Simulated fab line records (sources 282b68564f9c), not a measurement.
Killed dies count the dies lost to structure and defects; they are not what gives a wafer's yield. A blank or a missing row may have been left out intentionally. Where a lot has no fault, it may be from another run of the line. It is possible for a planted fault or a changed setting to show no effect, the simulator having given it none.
Split-lot trial || flow ritCmos || on a route of 202 steps: 5 lots, 23 wafers read

SPLIT DETAILS
At RIT_CONTACT_DEVELOP_07 (develop time 120 s), the setting developTimeS was moved away from the recipe's 120 s on 8 of the 23 wafers read, by -14.8% to +9.7%. All remaining wafers had this setting at the recipe value.

FROM THE SPLIT TO THE READING: what the file shows between them, 4 steps
- RIT_CONTACT_CD_MEAS_08: target cd 1000 nm
- RIT_CONTACT_HARDBAKE_10: time 60 s
- RIT_CONTACT_ETCH_11: etches SiO2 in CHF3/CF4/Ar, stops on TiSi2, target depth 480 nm, time 320 s
- RIT_CONTACT_STRIP_12: strips in O2, time 180 s

THE READING
At RIT_CONTACT_CD_MEAS_90: cdNm in nanometres, against a target cd of 1000 nm. Fault-free wafers of this fab line usually give 999.4 nm, standard deviation 2.3 nm.

{"wafer": "L074.1", "tool, chamber at the split": "lithoTrack-03, 0", "developTimeS as run, s": 131.7, "against the recipe": "+9.7%", "cdNm, nm": 1005.3, "against lot-mates on the recipe": "+5.6"}
{"wafer": "L074.2", "tool, chamber at the split": "lithoTrack-03, 0", "developTimeS as run, s": 131.7, "against the recipe": "+9.7%", "cdNm, nm": 1006.2, "against lot-mates on the recipe": "+6.6"}
{"wafer": "L074.3", "tool, chamber at the split": "lithoTrack-03, 0", "developTimeS as run, s": 120, "against the recipe": "recipe", "cdNm, nm": 999.5, "against lot-mates on the recipe": "-"}
{"wafer": "L074.5", "tool, chamber at the split": "lithoTrack-03, 0", "developTimeS as run, s": 131.7, "against the recipe": "+9.7%", "cdNm, nm": 1007.8, "against lot-mates on the recipe": "+8.1"}
{"wafer": "L074.6", "tool, chamber at the split": "lithoTrack-03, 0", "developTimeS as run, s": 120, "against the recipe": "recipe", "cdNm, nm": 999.8, "against lot-mates on the recipe": "-"}
{"wafer": "L078.1", "tool, chamber at the split": "lithoTrack-01, 0", "developTimeS as run, s": 120, "against the recipe": "recipe", "cdNm, nm": 1001.4, "against lot-mates on the recipe": "-"}
{"wafer": "L078.3", "tool, chamber at the split": "lithoTrack-01, 0", "developTimeS as run, s": 102.2, "against the recipe": "-14.8%", "cdNm, nm": 986.5, "against lot-mates on the recipe": -14.9}
{"wafer": "L078.4", "tool, chamber at the split": "lithoTrack-01, 0", "developTimeS as run, s": 120, "against the recipe": "recipe", "cdNm, nm": 1001.4, "against lot-mates on the recipe": "-"}
{"wafer": "L078.5", "tool, chamber at the split": "lithoTrack-01, 0", "developTimeS as run, s": 102.2, "against the recipe": "-14.8%", "cdNm, nm": 986.1, "against lot-mates on the recipe": -15.3}
{"wafer": "L078.6", "tool, chamber at the split": "lithoTrack-01, 0", "developTimeS as run, s": 102.2, "against the recipe": "-14.8%", "cdNm, nm": 984.5, "against lot-mates on the recipe": -16.9}
{"wafer": "L079.1", "tool, chamber at the split": "lithoTrack-01, 0", "developTimeS as run, s": 120, "against the recipe": "recipe", "cdNm, nm": 1000.2, "against lot-mates on the recipe": "-"}
{"wafer": "L079.4", "tool, chamber at the split": "lithoTrack-01, 0", "developTimeS as run, s": 120, "against the recipe": "recipe", "cdNm, nm": 1002.0, "against lot-mates on the recipe": "-"}
{"wafer": "L079.5", "tool, chamber at the split": "lithoTrack-01, 0", "developTimeS as run, s": 120, "against the recipe": "recipe", "cdNm, nm": 1001.9, "against lot-mates on the recipe": "-"}
{"wafer": "L082.2", "tool, chamber at the split": "lithoTrack-02, 0", "developTimeS as run, s": 120, "against the recipe": "recipe", "cdNm, nm": 998.6, "against lot-mates on the recipe": "-"}
{"wafer": "L082.3", "tool, chamber at the split": "lithoTrack-02, 0", "developTimeS as run, s": 107.3, "against the recipe": "-10.6%", "cdNm, nm": 989.4, "against lot-mates on the recipe": -10.1}
{"wafer": "L082.4", "tool, chamber at the split": "lithoTrack-02, 0", "developTimeS as run, s": 120, "against the recipe": "recipe", "cdNm, nm": 1000.9, "against lot-mates on the recipe": "-"}
{"wafer": "L082.5", "tool, chamber at the split": "lithoTrack-02, 0", "developTimeS as run, s": 107.3, "against the recipe": "-10.6%", "cdNm, nm": 989.1, "against lot-mates on the recipe": -10.4}
{"wafer": "L082.6", "tool, chamber at the split": "lithoTrack-02, 0", "developTimeS as run, s": 120, "against the recipe": "recipe", "cdNm, nm": 999.0, "against lot-mates on the recipe": "-"}
{"wafer": "L085.1", "tool, chamber at the split": "lithoTrack-01, 0", "developTimeS as run, s": 120, "against the recipe": "recipe", "cdNm, nm": 1001.7, "against lot-mates on the recipe": "-"}
{"wafer": "L085.2", "tool, chamber at the split": "lithoTrack-01, 0", "developTimeS as run, s": 120, "against the recipe": "recipe", "cdNm, nm": 1001.4, "against lot-mates on the recipe": "-"}
{"wafer": "L085.3", "tool, chamber at the split": "lithoTrack-01, 0", "developTimeS as run, s": 120, "against the recipe": "recipe", "cdNm, nm": 1000.1, "against lot-mates on the recipe": "-"}
{"wafer": "L085.4", "tool, chamber at the split": "lithoTrack-01, 0", "developTimeS as run, s": 120, "against the recipe": "recipe", "cdNm, nm": 1000.9, "against lot-mates on the recipe": "-"}
{"wafer": "L085.6", "tool, chamber at the split": "lithoTrack-01, 0", "developTimeS as run, s": 120, "against the recipe": "recipe", "cdNm, nm": 998.2, "against lot-mates on the recipe": "-"}

FIT RESULTS
A straight line over all 23 wafers: cdNm changes by +0.892 nm for each +1% of developTimeS; r = +0.97; the points scatter about the line by 1.6 nm.
The same after taking each lot's own level away (the mean of its wafers on the recipe; 23 wafers): +0.935 nm for each +1%; r = +0.98; scatter 1.3 nm.
According to that fit, moving developTimeS by its largest amount changes the reading by 14 nm.
From 999.50 to 1001.40 nm: that is the span of the lots' own levels, equal to 0.8 times the standard deviation above.
The two slopes are in agreement: the lot-to-lot level therefore moves the slope only a little.
Check: with one of the wafers moved furthest among these (-14.8%) left out of the fit, the line predicts -14.3 nm for it against its lot-mates. It came out at -14.9 nm against them.

FURTHER SPLITS ON THESE WAFERS
Note: prior to the reading, these wafers also went through further splits. Each is held against what the fit with the lots' levels taken away leaves over:
{"other split on the same wafers": "RIT_GATE_OXIDATION_05 tempC", "wafers away from the commonest value": 18, "r with cdNm (lot level and that fit taken away)": -0.02}
{"other split on the same wafers": "RIT_GATE_DEVELOP_15 developTimeS", "wafers away from the commonest value": 7, "r with cdNm (lot level and that fit taken away)": "+0.01"}
{"other split on the same wafers": "RIT_NSD_IMPLANT_08 energyKev", "wafers away from the commonest value": 10, "r with cdNm (lot level and that fit taken away)": -0.37}
{"other split on the same wafers": "RIT_PSD_IMPLANT_08 energyKev", "wafers away from the commonest value": 9, "r with cdNm (lot level and that fit taken away)": -0.30}
{"other split on the same wafers": "RIT_SILICIDE_SPUTTER_01 timeS", "wafers away from the commonest value": 11, "r with cdNm (lot level and that fit taken away)": "+0.06"}

THE WHOLE CHAIN: every reading that the file lists as answering this split, in the file's order
{"step": "RIT_CONTACT_CD_MEAS_08", "what it does": "target cd 1000 nm", "reading": "cdNm", "change (the file's fit)": "+0.948 nm for each +1% of the setting", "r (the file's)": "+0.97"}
{"step": "RIT_CONTACT_ETCH_11", "what it does": "etches SiO2 in CHF3/CF4/Ar, stops on TiSi2, target depth 480 nm, time 320 s", "reading": "CONTACT.cdNm (the simulator's own value, which no gauge read)", "change (the file's fit)": "+0.95 nm for each +1% of the setting", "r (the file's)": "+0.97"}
{"step": "RIT_CONTACT_CD_MEAS_90", "what it does": "target cd 1000 nm", "reading": "cdNm", "change (the file's fit)": "+0.957 nm for each +1% of the setting", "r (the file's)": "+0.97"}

THE FILE'S OWN FIT
cdNm changes by +0.957 nm for each +1% of developTimeS, r = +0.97.
